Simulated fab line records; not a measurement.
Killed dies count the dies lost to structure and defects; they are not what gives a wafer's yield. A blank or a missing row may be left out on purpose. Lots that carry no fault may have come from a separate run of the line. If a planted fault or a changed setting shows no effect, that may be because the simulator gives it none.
A lot that was struck, set against a sound lot / flow rit cmos / 15 steps out of a route of 202
Sound: wafers L428.1, L428.2, L428.3. Struck: wafers L427.3, L427.4, L427.5. Last of all comes the cause.
Each step with rows lists, per side, the tool, then ch with its chambers, then its first start. Under that, the readings that differ: sound wafers / struck wafers / difference of the means / sigmas: that difference in standard deviations of wafers without a fault.
alike: words and numbers the same on both sides, and readings whose means are apart by under 2 such deviations; not compared: readings that were withheld, readings missing a value for some wafer, numbers with overlapping values and no deviation given by the record, and bounds like >300 which may hide the same value.
A row with sigmas, a row that says differs or no value, or rows on one side alone: a step with any of these is where the two part. Numbers that have no deviation but don't overlap get no sigmas and don't part them. Lack of a reading on every wafer of one side parts them only where that side has two or more wafers.

first, 4 steps without rows for these wafers: RIT_NSD_SOFTBAKE_02 (time 60 s); RIT_NSD_EXPOSE_03 (exposes mask M9, target cd 40700 nm); RIT_NSD_PEB_04; RIT_NSD_DEVELOP_05 (develop time 50 s).
RIT_NSD_OVL_MEAS_06:
  sound: overlay-02 at day 5 00:35; struck: overlay-01 at day 4 18:31
  alike: NSD_OVL
then, 2 steps without rows for these wafers: RIT_NSD_HARDBAKE_07 (time 60 s); RIT_NSD_IMPLANT_08.
RIT_NSD_STRIP_09: strips in O2, time 180 s.
  sound on plasma asher-01 ch 0,1, day 5 01:00; struck on plasma asher-01 ch 0,1, day 4 18:53
  alike: drypump motor current A
  not compared: rf hours counter h
RIT_NSD_TW_MEAS_10:
  sound: film metro-01 at day 5 01:11; struck: film metro-02 at day 4 19:02
  alike: NSD_TW
then, 3 steps without rows for these wafers: RIT_PSD_HMDS_00 (prime time 60 s); RIT_PSD_COAT_01 (resist thk 1000 nm); RIT_PSD_SOFTBAKE_02 (time 60 s).
RIT_PSD_EXPOSE_03: exposes mask M10, target cd 40900 nm.
  sound on iline stepper-01 ch 0, day 5 01:50; struck on iline stepper-02 ch 0, day 4 19:41
reading=mask; sound=M10#0 M10#0 M10#0; struck=M10_R1#0 M10_R1#0 M10_R1#0; difference=differs; sigmas=
following that, these wafers have no rows for 1 step: RIT_PSD_PEB_04.
RIT_M1_PROBE_99:
  only the struck wafers here have rows in the record (prober-01, day 5 05:17); the sound ones have none

WHERE THEY PART
First at RIT_PSD_EXPOSE_03; last, within this record, at RIT_M1_PROBE_99.

WHY: what had been put in by the simulator
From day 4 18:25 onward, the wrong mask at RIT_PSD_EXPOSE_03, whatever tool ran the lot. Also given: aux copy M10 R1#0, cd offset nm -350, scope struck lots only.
